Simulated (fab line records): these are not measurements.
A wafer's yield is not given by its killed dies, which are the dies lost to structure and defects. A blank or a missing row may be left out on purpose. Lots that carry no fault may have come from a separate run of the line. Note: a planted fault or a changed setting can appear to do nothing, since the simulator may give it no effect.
fab line records	flow ritCmos
record: lots: 14	wafers: 42	lastDay: 7
route steps=202 shown ACTIVE@15 NWELL@37 GATE@96 NLDD@112 PLDD@124
lots that met no fault: from a run of the same line without faults
startH: the number of hours between the record's first day and the start of the first shown wafer of the lot	waitH: hours since the lot's step before	" identical to the entry in the row above	L1.1+2: one row covering several wafers at once	- no value present, or no start provided	* or withheld: withheld	< > ~ a bound
route shown NAME@n: NAME is a module with steps in the file, n the number in the route of the first one	usual: mean and standard deviation over wafers with no fault	same: alike in all rows	chamber/n: place in a boat	sites: each site's reading	_std_site: the standard deviation of these	_edge_site: outer sites' mean less inner sites'	radiusMm: how far each site lies from the wafer's centre	mask NAME#n: copy n	behind: the last tool/chamber to shape the wafer	hold: reason for holding the lot/hours on hold/outcome of the hold	device: which transistor (n, p or np) failed to switch	end of line: the route-end tests of the same wafers	a step given without rows: its recipe and nothing more	killed: at the first sort, the dies lost to defects and structure; wafer yield is something else	map: the dies of a wafer, with x for killed, . for not killed, _ for no die there
set.NAME: the run value of the setting; set.NAME@STEP: its run value at that earlier step	model.NAME: the simulator's own value behind a step, which no gauge read
steps of the route over a sample of lots; a table a step, a row a wafer
services: when a tool's chamber went out of use (startH, in hours from the record's first day, below 0 if earlier), for how many hours, and the reason
== steps ==
step: RIT_ACTIVE_STRIP_14
recipe: chemistry: O2	timeS: 180	resist: NOVOLAK	platenTempC: withheld	powerW: 500	pressureMtorr: 4000	o2FlowSccm: 4000
usual: chamberPressureMTorr: 4000/3.9	drypumpMotorCurrentA: 5.9/0.52
lot.wafer	tool	chamber	startH	waitH	chamberPressureMTorr	drypumpMotorCurrentA	rfHoursCounterH
L239.2	plasmaAsher-03	1	20.02	0.1	3996	5.1	22
L239.4	"	0	"	"	4002	5.2	-
L239.6	"	1	"	"	3996	5.1	-
L242.1	plasmaAsher-02	1	32.31	0.1	4003	6.4	40
L242.2	"	0	"	"	4004	6.4	40
L242.3	"	0	"	"	4006	6.4	-
L243.1	plasmaAsher-03	0	37.24	0.1	4005	5.2	24
L243.4	"	0	"	"	4002	5.2	-
L243.5	"	1	"	"	3998	5.1	-
L245.3	plasmaAsher-04	0	45.83	0.1	3999	6.0	-
L245.4	"	1	"	"	3991	6.0	-
L245.5	"	1	"	"	4004	6.0	-
L246.1	plasmaAsher-03	1	51.90	0.1	4005	5.1	28
L246.2	"	0	"	"	3996	5.2	28
L246.5	"	0	"	"	3993	5.2	-
L250.1	plasmaAsher-04	1	69.99	0.1	4001	6.0	45
L250.4	"	1	"	"	3998	6.0	-
L250.5	"	1	"	"	4005	6.0	-
L253.1	plasmaAsher-03	0	84.97	0.1	4005	5.2	30
L253.3	"	0	"	"	3996	5.2	-
L253.6	"	1	"	"	3993	5.1	-
L255.1	plasmaAsher-04	0	97.68	0.1	3993	6.0	48
L255.4	"	0	"	"	3999	6.0	-
L255.6	"	0	"	"	4003	6.0	-
L256.2	plasmaAsher-02	1	100.90	0.1	3996	6.4	46
L256.3	"	0	"	"	3997	6.5	-
L256.5	"	0	"	"	4003	6.5	-
L257.2	plasmaAsher-03	1	107.97	0.1	4001	5.1	32
L257.3	"	0	"	"	3998	5.2	-
L257.6	"	1	"	"	3997	5.1	-
L258.4	plasmaAsher-02	1	112.36	0.1	4001	6.4	-
L258.5	"	1	"	"	4004	6.4	-
L258.6	"	0	"	"	3999	6.4	-
L259.3	plasmaAsher-02	0	115.29	0.1	4010	6.5	-
L259.5	"	1	"	"	3991	6.4	-
L259.6	"	0	"	"	4003	6.5	-
L261.4	plasmaAsher-03	1	125.63	0.1	3998	5.1	-
L261.5	"	0	"	"	3997	5.2	-
L261.6	"	1	"	"	3993	5.1	-
L262.1	plasmaAsher-03	0	133.11	0.1	3998	5.2	35
L262.5	"	1	"	"	3999	5.1	-
L262.6	"	0	"	"	4000	5.2	-
step: RIT_NWELL_STRIP_09
recipe: chemistry: O2	timeS: 180	resist: NOVOLAK	platenTempC: withheld	powerW: 500	pressureMtorr: 4000	o2FlowSccm: 4000
usual: chamberPressureMTorr: 4000/3.6	drypumpMotorCurrentA: 6.09/0.25
lot.wafer	tool	chamber	startH	waitH	chamberPressureMTorr	drypumpMotorCurrentA	rfHoursCounterH
L239.2	plasmaAsher-04	1	29.81	0.1	4002	5.99	38
L239.4	"	0	"	"	3996	6.00	-
L239.6	"	1	"	"	4000	6.01	-
L242.1	plasmaAsher-04	1	39.42	0.1	3995	5.95	40
L242.2	"	0	"	"	3998	6.04	40
L242.3	"	1	"	"	3999	5.96	-
L243.1	plasmaAsher-04	1	43.41	0.3	4001	6.00	41
L243.4	"	0	"	"	4001	6.01	-
L243.5	"	0	"	"	3995	6.03	-
L245.3	plasmaAsher-01	1	54.00	0.1	3998	5.75	-
L245.4	"	0	"	"	3998	5.94	-
L245.5	"	1	"	"	3998	5.73	-
L246.1	plasmaAsher-04	0	61.24	0.1	3998	6.03	44
L246.2	"	1	"	"	4001	5.96	44
L246.5	"	1	"	"	4000	5.95	-
L250.1	plasmaAsher-02	1	78.79	0.1	3990	6.38	44
L250.4	"	0	"	"	4002	6.40	-
L250.5	"	1	"	"	3994	6.39	-
L253.1	plasmaAsher-04	0	93.89	0.1	3997	6.02	48
L253.3	"	0	"	"	3997	6.02	-
L253.6	"	1	"	"	4006	6.03	-
L255.1	plasmaAsher-02	1	108.40	0.1	3998	6.43	47
L255.4	"	1	"	"	4004	6.41	-
L255.6	"	0	"	"	4000	6.43	-
L256.2	plasmaAsher-01	0	109.77	0.1	4007	5.91	40
L256.3	"	0	"	"	4000	5.95	-
L256.5	"	1	"	"	3997	5.71	-
L257.2	plasmaAsher-01	0	115.79	0.1	4003	5.95	41
L257.3	"	1	"	"	4008	5.71	-
L257.6	"	1	"	"	4001	5.72	-
L258.4	plasmaAsher-02	0	120.16	0.1	3997	6.43	-
L258.5	"	0	"	"	3993	6.44	-
L258.6	"	1	"	"	4002	6.35	-
L259.3	plasmaAsher-01	0	122.64	0.1	4006	5.92	-
L259.5	"	1	"	"	4000	5.72	-
L259.6	"	0	"	"	4001	5.93	-
L261.4	plasmaAsher-02	1	134.34	0.1	4005	6.40	-
L261.5	"	0	"	"	3997	6.45	-
L261.6	"	1	"	"	3998	6.39	-
L262.1	plasmaAsher-04	1	138.99	0.1	4004	6.01	3
L262.5	"	0	"	"	4003	6.02	-
L262.6	"	1	"	"	3997	6.01	-
step: RIT_GATE_STRIP_20
recipe: chemistry: O2	timeS: 180	resist: NOVOLAK	platenTempC: withheld	powerW: 500	pressureMtorr: 4000	o2FlowSccm: 4000
usual: chamberPressureMTorr: 4000/3.6	drypumpMotorCurrentA: 6.02/0.2
lot.wafer	tool	chamber	startH	waitH	chamberPressureMTorr	drypumpMotorCurrentA	rfHoursCounterH
L239.2	plasmaAsher-04	1	50.41	0.1	3999	5.94	42
L239.4	"	1	"	"	4003	5.98	-
L239.6	"	0	"	"	4003	6.02	-
L242.1	plasmaAsher-04	0	58.70	0.1	4000	6.03	44
L242.2	"	1	"	"	4004	5.97	44
L242.3	"	0	"	"	4005	6.04	-
L243.1	plasmaAsher-04	0	66.79	0.1	4007	6.04	45
L243.4	"	1	"	"	3996	6.00	-
L243.5	"	0	"	"	4002	6.02	-
L245.3	plasmaAsher-01	1	71.80	0.1	3996	5.71	-
L245.4	"	0	"	"	4004	5.92	-
L245.5	"	0	"	"	3996	5.93	-
L246.1	plasmaAsher-04	1	83.08	0.1	3997	5.95	47
L246.2	"	0	"	"	4002	6.02	47
L246.5	"	0	"	"	4004	6.03	-
L250.1	plasmaAsher-01	1	98.25	0.1	4005	5.72	39
L250.4	"	1	"	"	3996	5.72	-
L250.5	"	0	"	"	4003	5.96	-
L253.1	plasmaAsher-01	1	113.93	0.1	3996	5.74	41
L253.3	"	0	"	"	3989	5.93	-
L253.6	"	0	"	"	3998	5.95	-
L255.1	plasmaAsher-02	1	124.28	0.1	4000	6.39	49
L255.4	"	0	"	"	4001	6.45	-
L255.6	"	1	"	"	3999	6.40	-
L256.2	plasmaAsher-01	0	127.08	0.1	3998	5.91	43
L256.3	"	1	"	"	4000	5.73	-
L256.5	"	1	"	"	3998	5.72	-
L257.2	plasmaAsher-04	1	135.09	0.1	3997	6.02	2
L257.3	"	0	"	"	3995	6.02	-
L257.6	"	1	"	"	3995	5.97	-
L258.4	plasmaAsher-01	1	136.76	0.1	4003	5.74	-
L258.5	"	1	"	"	3999	5.72	-
L258.6	"	0	"	"	4000	5.95	-
L259.3	plasmaAsher-01	1	138.75	0.1	4007	5.71	-
L259.5	"	1	"	"	3997	5.68	-
L259.6	"	0	"	"	4000	5.94	-
L261.4	plasmaAsher-02	0	151.56	0.1	3998	6.43	-
L261.5	"	1	"	"	4002	6.36	-
L261.6	"	0	"	"	3997	6.45	-
L262.1	plasmaAsher-02	1	158.39	0.1	3998	6.44	53
L262.5	"	0	"	"	4001	6.45	-
L262.6	"	1	"	"	3999	6.40	-
step: RIT_NLDD_STRIP_09
recipe: chemistry: O2	timeS: 180	resist: NOVOLAK	platenTempC: withheld	powerW: 500	pressureMtorr: 4000	o2FlowSccm: 4000
usual: chamberPressureMTorr: 4000/3.8	drypumpMotorCurrentA: 5.7/0.35
lot.wafer	tool	chamber	startH	waitH	chamberPressureMTorr	drypumpMotorCurrentA	rfHoursCounterH
L239.2	plasmaAsher-04	0	56.65	0.1	4004	6.0	44
L239.4	"	0	"	"	3999	6.0	-
L239.6	"	1	"	"	3998	6.0	-
L242.1	plasmaAsher-04	1	64.02	0.1	3997	6.0	45
L242.2	"	0	"	"	4003	6.0	45
L242.3	"	0	"	"	3997	6.0	-
L243.1	plasmaAsher-03	0	71.93	0.1	3997	5.2	28
L243.4	"	1	"	"	4000	5.1	-
L243.5	"	1	"	"	3995	5.1	-
L245.3	plasmaAsher-03	0	76.46	0.1	-	-	-
L245.4	"	1	"	"	-	-	-
L245.5	"	0	"	"	-	-	-
L246.1	plasmaAsher-04	1	87.53	0.1	-	-	-
L246.2	"	0	"	"	-	-	-
L246.5	"	0	"	"	-	-	-
L250.1	plasmaAsher-01	1	106.74	0.1	4002	5.7	40
L250.4	"	0	"	"	3996	5.9	-
L250.5	"	0	"	"	4001	6.0	-
L253.1	plasmaAsher-03	1	119.51	0.1	4002	5.1	34
L253.3	"	1	"	"	4004	5.1	-
L253.6	"	1	"	"	4000	5.1	-
L255.1	plasmaAsher-04	1	130.26	0.1	4001	6.0	1
L255.4	"	1	"	"	4002	6.0	-
L255.6	"	0	"	"	4001	6.0	-
L256.2	plasmaAsher-04	0	133.92	0.1	4002	6.0	2
L256.3	"	0	"	"	3994	6.0	-
L256.5	"	1	"	"	4002	6.0	-
L257.2	plasmaAsher-03	0	140.97	0.1	3997	5.2	36
L257.3	"	0	"	"	3997	5.2	-
L257.6	"	0	"	"	4002	5.2	-
L258.4	plasmaAsher-04	1	141.74	0.1	3996	5.9	-
L258.5	"	1	"	"	4004	5.9	-
L258.6	"	0	"	"	3996	6.0	-
L259.3	plasmaAsher-03	1	144.33	0.1	3999	5.1	-
L259.5	"	1	"	"	4001	5.1	-
L259.6	"	0	"	"	3999	5.2	-
L261.4	plasmaAsher-04	1	156.87	0.1	4001	6.0	-
L261.5	"	1	"	"	3998	6.0	-
L261.6	"	0	"	"	3996	6.0	-
L262.1	plasmaAsher-04	1	162.94	0.1	3995	6.0	5
L262.5	"	0	"	"	3997	6.0	-
L262.6	"	1	"	"	3993	6.0	-
step: RIT_PLDD_TW_MEAS_10
usual: PLDD_TW: 2337/21
lot.wafer	tool	chamber	startH	waitH	PLDD_TW
L239.2	filmMetro-04	-	58.38	0.1	2324
L239.4	"	-	"	"	2310
L239.6	"	-	"	"	2324
L242.1	filmMetro-03	-	65.62	0.1	2369
L242.2	"	-	"	"	2355
L242.3	"	-	"	"	2349
L243.1	filmMetro-03	-	73.74	0.1	2349
L243.4	"	-	"	"	2349
L243.5	"	-	"	"	2357
L245.3	filmMetro-02	-	78.14	0.1	30
L245.4	"	-	"	"	30
L245.5	"	-	"	"	30
L246.1	filmMetro-02	-	89.16	0.1	30
L246.2	"	-	"	"	30
L246.5	"	-	"	"	30
L250.1	filmMetro-04	-	108.56	0.1	2305
L250.4	"	-	"	"	2304
L250.5	"	-	"	"	2325
L253.1	filmMetro-03	-	121.26	0.1	2362
L253.3	"	-	"	"	2364
L253.6	"	-	"	"	2368
L255.1	filmMetro-02	-	132.06	0.1	2331
L255.4	"	-	"	"	2328
L255.6	"	-	"	"	2337
L256.2	filmMetro-02	-	135.53	0.1	2332
L256.3	"	-	"	"	2328
L256.5	"	-	"	"	2333
L257.2	filmMetro-03	-	142.58	0.1	2380
L257.3	"	-	"	"	2372
L257.6	"	-	"	"	2365
L258.4	filmMetro-03	-	143.45	0.1	2377
L258.5	"	-	"	"	2363
L258.6	"	-	"	"	2362
L259.3	filmMetro-02	-	145.88	0.1	2338
L259.5	"	-	"	"	2332
L259.6	"	-	"	"	2324
L261.4	filmMetro-03	-	158.63	0.1	2361
L261.5	"	-	"	"	2357
L261.6	"	-	"	"	2366
L262.1	filmMetro-04	-	164.67	0.1	2306
L262.5	"	-	"	"	2308
L262.6	"	-	"	"	2317
== services ==
tool	chamber	startH	hours	kind
plasmaAsher-02	-	39.84	14.4	repair
plasmaAsher-02	-	47.53	0.5	repair
plasmaAsher-03	-	52.89	14.6	pm
plasmaAsher-04	-	108.75	9.0	pm
plasmaAsher-04	0	108.75	9.0	ventCycle
plasmaAsher-04	1	108.75	9.0	ventCycle
plasmaAsher-04	0	117.75	-	clean
plasmaAsher-04	1	117.75	-	clean
plasmaAsher-02	-	121.22	0.5	repair
plasmaAsher-01	-	134.42	1.8	repair
== key ==
firstSign: step: RIT_NLDD_STRIP_09	reading: toolRecord	direction: missing
effect: step: RIT_PLDD_TW_MEAS_10	reading: PLDD_TW	direction: down	sigmas: 99+	usual: 2337	struck: 30
metAt RIT_NLDD_STRIP_09
struckLots L245,L246
sortLeftOut L245.3,L245.4,L245.5,L246.1,L246.2,L246.5
testerLeftOut L245,L246
notActingAt RIT_ACTIVE_STRIP_14,RIT_NWELL_STRIP_09,RIT_GATE_STRIP_20
onsetBetween 71.93 76.46
fault: kind: skippedStepWhole	tool: plasmaAsher-03,plasmaAsher-04	chamber: -	onsetH: 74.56	steps: RIT_NLDD_STRIP_09	scope: struckLotsOnly
testerLeftOut: of these lots the tester's yield and bins aren't shown, on N5 and GAA mostly nor the transistor test; their killed dies are dies lost to structure and defects alone, not to doping, threshold or leakage, so they don't give the yield
sortLeftOut: the simulated sort isn't trusted on such a fault, so these wafers' sort isn't shown, and their yield isn't known
